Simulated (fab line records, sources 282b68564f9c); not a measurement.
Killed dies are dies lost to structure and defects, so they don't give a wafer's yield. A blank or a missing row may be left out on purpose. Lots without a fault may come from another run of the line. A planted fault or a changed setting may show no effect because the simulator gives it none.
Which tool did it? | flow rit_cmos | 14 lots, 42 wafers sampled, at 1 step of a route of 202

WHAT THE GAUGES READ, wafer by wafer
RIT_PSD_OVL_MEAS_06.
lot  | measured    | on         | PSD_OVL (nm)
L443 | day 3 04:16 | overlay-02 | -0.7 -0.6 0.3
L445 | day 3 15:40 | overlay-01 | 0.8 -1.4 0.5
L446 | day 3 17:11 | overlay-02 | -0.2 0.3 -0.1
L449 | day 4 08:05 | overlay-02 | 0.0 -2.8 -0.7
L450 | day 4 12:16 | overlay-02 | -1.3 -1.1 -0.9
L451 | day 4 18:41 | overlay-02 | 1.5 2.7 2.3
L452 | day 4 21:41 | overlay-01 | -1.6 0.0 1.3
L453 | day 5 01:57 | overlay-01 | 1.5 0.9 -1.6
L457 | day 6 00:48 | overlay-01 | -1.5 0.0 -1.4
L459 | day 6 07:55 | overlay-01 | 1.0 0.3 1.3
L463 | day 7 03:47 | overlay-01 | 2.6 1.4 1.2
L464 | day 7 09:48 | overlay-02 | 0.4 1.3 -1.2
L465 | day 7 15:29 | overlay-01 | 0.8 1.3 0.3
L466 | day 7 20:43 | overlay-02 | -3.4 -3.1 -2.1

WHICH TOOL RAN EACH LOT (tool, then ch and the chambers of the sampled wafers, then the start)
The record holds no process step before these readings.

WHAT THE TOOLS THEMSELVES READ (means of the sampled wafers that have a number; where no wafer has one, the mark that the record gives instead)
The record holds no such reading with a usual standard deviation.

THE ANSWER, worked out from the rows above alone
Rule: what is usual is taken from the lots themselves. Put in order of their means at a reading, lots are off if they are a third of the lots or fewer, leave a main group of 4 or more, and stand apart from it by a gap of 3 or more times the standard deviation of the main group's means; of several such gaps the widest counts. A main group whose means are all the same, to the digits that the tables above print for the reading, isn't used. A lot without any number at a reading at which 4 lots or more have one is off too. The other lots that the step has rows for count as sound. The gauges are gone through in route order, then the tools' own readings, and for those a lot's mean is taken as printed above. The first step at which some lot is off is used, and at that step the reading that is off furthest; a lot without a number counts as furthest.
No lot is off at any reading shown: from this, nothing can be told.

WHAT THE SIMULATOR HAD PUT IN
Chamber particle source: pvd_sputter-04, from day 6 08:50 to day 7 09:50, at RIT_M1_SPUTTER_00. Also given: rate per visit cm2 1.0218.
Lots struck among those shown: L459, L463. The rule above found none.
